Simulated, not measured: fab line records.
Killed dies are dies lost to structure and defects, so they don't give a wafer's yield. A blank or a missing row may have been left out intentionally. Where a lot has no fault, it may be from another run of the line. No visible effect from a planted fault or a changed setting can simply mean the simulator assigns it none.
8D (eight disciplines) problem report, filled in by code ; flow berkeleyCmos170 ; the parts of the form that need people (team, actions taken, sign-off) are left out

1. WHAT IS WRONG
Mean of runLengthS at UCB170_SPACER_ETCHBACK_03: 156.4 s across 6 wafers in 2 lots; on wafers with no fault it is 128.5 s (standard deviation 0.4). That is +70 standard deviations from the usual mean.
The step: etches SiO2 in CHF3/CF4/Ar, stops on Si, target depth 376 nm, time 100 s.
First seen on wafer L173.1, day 8 02:43, on rieDiel-03. The record has a number at this step for 42 wafers belonging to 14 lots. By rule, "out" or "out of limits" means more than 4 standard deviations away from the usual mean. The other wafers with a number count as sound.

2. WHAT IT IS, AND WHAT IT ISN'T
question;is;is not
which readings at this step;runLengthS, oesProductAu;drypumpMotorCurrentA, rfFwdPowerW, throttleValvePct
which lots;L173, L175;L163, L164, L165, L166, L169, L174, L177, L178, L179, L181, L182, L184
which wafers of those lots;all that have a number;-
read on which tools;rieDiel-03;rieDiel-01, rieDiel-02
when;from day 8 02:43;"up to then (15 sound wafers); but 21 sound wafers of L174, L177, L178, L179, L181, L182, L184 came after"

3. SUSPECTS, AND WHAT RULES EACH OUT
Counting: a tool at a process step up to the reading stays a suspect if it ran every lot that is out and no sound lot after the first of them.
- rieDiel-03 at UCB170_SPACER_ETCHBACK_03 (etches SiO2 in CHF3/CF4/Ar, stops on Si, target depth 376 nm, time 100 s): kept. All lots that are out passed through it, beginning with L173 at day 8 02:43, and no sound lot followed; its final sound lot before that point was L169 at day 7 01:12. Out on those wafers are its own readings of oesProductAu, runLengthS.
After counting, what remains is rieDiel-03 at UCB170_SPACER_ETCHBACK_03.

4. THE CAUSE (what the simulator had put in)
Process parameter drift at UCB170_SPACER_ETCHBACK_03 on rieDiel-03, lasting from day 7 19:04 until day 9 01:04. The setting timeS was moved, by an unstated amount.
The count eliminated every tool but this one.

5. SEQUENCE OF EFFECTS, ordered by route
Each row: a reading where the mean over the struck wafers with a number is more than 3 standard deviations away from the usual. Only readings for which the record gives a usual standard deviation are gone through. hours: the time from each lot's start at the first step in this table that gives one to its start at this step, as a median over the lots. sigmas: the change in usual standard deviations.
hours;step;reading;usual;on struck wafers;change;sigmas
0;UCB170_SPACER_ETCHBACK_03;oesProductAu;0.901 a.u.;0.755;-0.146;-8.6
0;UCB170_SPACER_ETCHBACK_03;runLengthS;128.5 s;156.4;+27.9;+70
Its process steps:
- UCB170_SPACER_ETCHBACK_03: etches SiO2 in CHF3/CF4/Ar, stops on Si, target depth 376 nm, time 100 s.
Later measuring or inspecting steps at which every struck wafer that the step has a row for has a number for every such reading, and none has moved that far: UCB170_PSD_CD_MEAS_06.

6. HOW IT WOULD HAVE BEEN CAUGHT EARLIER
The fault began at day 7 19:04; the first out-of-limits reading in this record came at day 8 02:43, 8 hours later.
